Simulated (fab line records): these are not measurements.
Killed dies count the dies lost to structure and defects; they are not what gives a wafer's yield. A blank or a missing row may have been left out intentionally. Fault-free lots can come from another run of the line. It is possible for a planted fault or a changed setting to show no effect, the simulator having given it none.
Split-lot study + flow berkeley-cmos170 + route with 331 steps; 5 lots, 23 wafers read

== SPLIT DETAILS ==
At UCB170_FIELD_OXIDATION_01 (target thk 558.3 nm, ox time 7200 s), the setting temp-c was moved away from the recipe's 1000 C on 10 of the 23 wafers read, by -3.0% to +1.2%. The other wafers ran this setting at the recipe's value.

== FROM THE SPLIT TO THE READING: what the file shows between them, 12 steps ==
- UCB170_FIELD_THK_MEAS_02
- UCB170_FIELD_ANNEAL_03: time 1200 s
- UCB170_FIELD_WET_ETCH_04: etches SiO2 in dHF, time 60 s
- UCB170_FIELD_WET_ETCH_05: etches Si3N4 in H3PO4, time 12600 s
- UCB170_FIELD_WET_ETCH_06: etches SiO2 in BOE, time 22 s
- UCB170_FIELD_THK_MEAS_90
- UCB170_SACOX_OXIDATION_01: target thk 14.4 nm, ox time 2400 s (also split here: temp-c)
- UCB170_SACOX_THK_MEAS_02
- UCB170_PVT_SOFTBAKE_02: time 60 s (also split here: time-s)
- UCB170_PVT_EXPOSE_03: exposes mask NWELL, target cd 3000 nm
- UCB170_PVT_PEB_04
- UCB170_GATE_WET_ETCH_00: etches SiO2 in dHF, time 200 s

== THE READING ==
Values of FIELD_OXIDE_LEFT_2_THK in nm from UCB170_FIELD_THK_MEAS_91. A value of 349 nm with a standard deviation of 11 nm is what fault-free wafers of this fab line usually give.

| wafer  | tool, chamber at the split | temp-c as run, C | against the recipe | FIELD_OXIDE_LEFT_2_THK, nm | against lot-mates on the recipe |
|--------|----------------------------|------------------|--------------------|----------------------------|---------------------------------|
| L075.4 | furnace-02, 0              | 1000             | recipe             | 369                        | -                               |
| L075.5 | furnace-02, 0              | 1000             | recipe             | 359                        | -                               |
| L075.6 | furnace-02, 0              | 1000             | recipe             | 362                        | -                               |
| L076.1 | -, -                       | 1000             | recipe             | 363                        | -                               |
| L076.2 | -, -                       | 1000             | recipe             | 360                        | -                               |
| L076.3 | -, -                       | 1000             | recipe             | 361                        | -                               |
| L076.4 | -, -                       | 1000             | recipe             | 359                        | -                               |
| L076.6 | -, -                       | 1000             | recipe             | 355                        | -                               |
| L079.1 | -, -                       | 970.3            | -3.0%              | 232                        | no lot-mate on the recipe       |
| L079.2 | -, -                       | 970.3            | -3.0%              | 235                        | no lot-mate on the recipe       |
| L079.3 | -, -                       | 970.3            | -3.0%              | 230                        | no lot-mate on the recipe       |
| L079.5 | -, -                       | 970.3            | -3.0%              | 233                        | no lot-mate on the recipe       |
| L079.6 | -, -                       | 970.3            | -3.0%              | 237                        | no lot-mate on the recipe       |
| L083.1 | -, -                       | 1000             | recipe             | 341                        | -                               |
| L083.2 | -, -                       | 1000             | recipe             | 335                        | -                               |
| L083.3 | -, -                       | 1000             | recipe             | 339                        | -                               |
| L083.5 | -, -                       | 1000             | recipe             | 331                        | -                               |
| L083.6 | -, -                       | 1000             | recipe             | 340                        | -                               |
| L085.1 | -, -                       | 1012             | +1.2%              | 414                        | no lot-mate on the recipe       |
| L085.2 | -, -                       | 1012             | +1.2%              | 412                        | no lot-mate on the recipe       |
| L085.3 | -, -                       | 1012             | +1.2%              | 421                        | no lot-mate on the recipe       |
| L085.4 | -, -                       | 1012             | +1.2%              | 405                        | no lot-mate on the recipe       |
| L085.6 | -, -                       | 1012             | +1.2%              | 399                        | no lot-mate on the recipe       |

FIT RESULTS
A straight line over all 23 wafers: FIELD_OXIDE_LEFT_2_THK changes by +41.6 nm for each +1% of temp-c; r = +0.99; the points scatter about the line by 11 nm.
Too few moved wafers with a lot-mate on the recipe to fit a line net of each lot's own level.

== THE WHOLE CHAIN: every reading that the file lists as answering this split, in the file's order ==
| step                      | what it does                        | reading                                                                            | change (the file's fit)              | r (the file's) |
|---------------------------|-------------------------------------|------------------------------------------------------------------------------------|--------------------------------------|----------------|
| UCB170_FIELD_OXIDATION_01 | target thk 558.3 nm, ox time 7200 s | SiO2_of_FIELD_OXIDATION_01.thk-nm (the simulator's own value, which no gauge read) | +41.5 nm for each +1% of the setting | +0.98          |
| UCB170_FIELD_THK_MEAS_02  |                                     | FIELD_OXIDE_THK                                                                    | +41.5 for each +1% of the setting    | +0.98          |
| UCB170_FIELD_WET_ETCH_04  | etches SiO2 in dHF, time 60 s       | SiO2_of_FIELD_OXIDATION_01.thk-nm (the simulator's own value, which no gauge read) | +41.4 nm for each +1% of the setting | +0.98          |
| UCB170_FIELD_THK_MEAS_90  |                                     | FIELD_OXIDE_LEFT_1_THK                                                             | +41.5 for each +1% of the setting    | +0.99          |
| UCB170_FIELD_THK_MEAS_91  |                                     | FIELD_OXIDE_LEFT_2_THK                                                             | +41.7 for each +1% of the setting    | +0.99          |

== FILE'S OWN FIT ==
FIELD_OXIDE_LEFT_2_THK changes by +41.7 nm for each +1% of temp-c, r = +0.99.
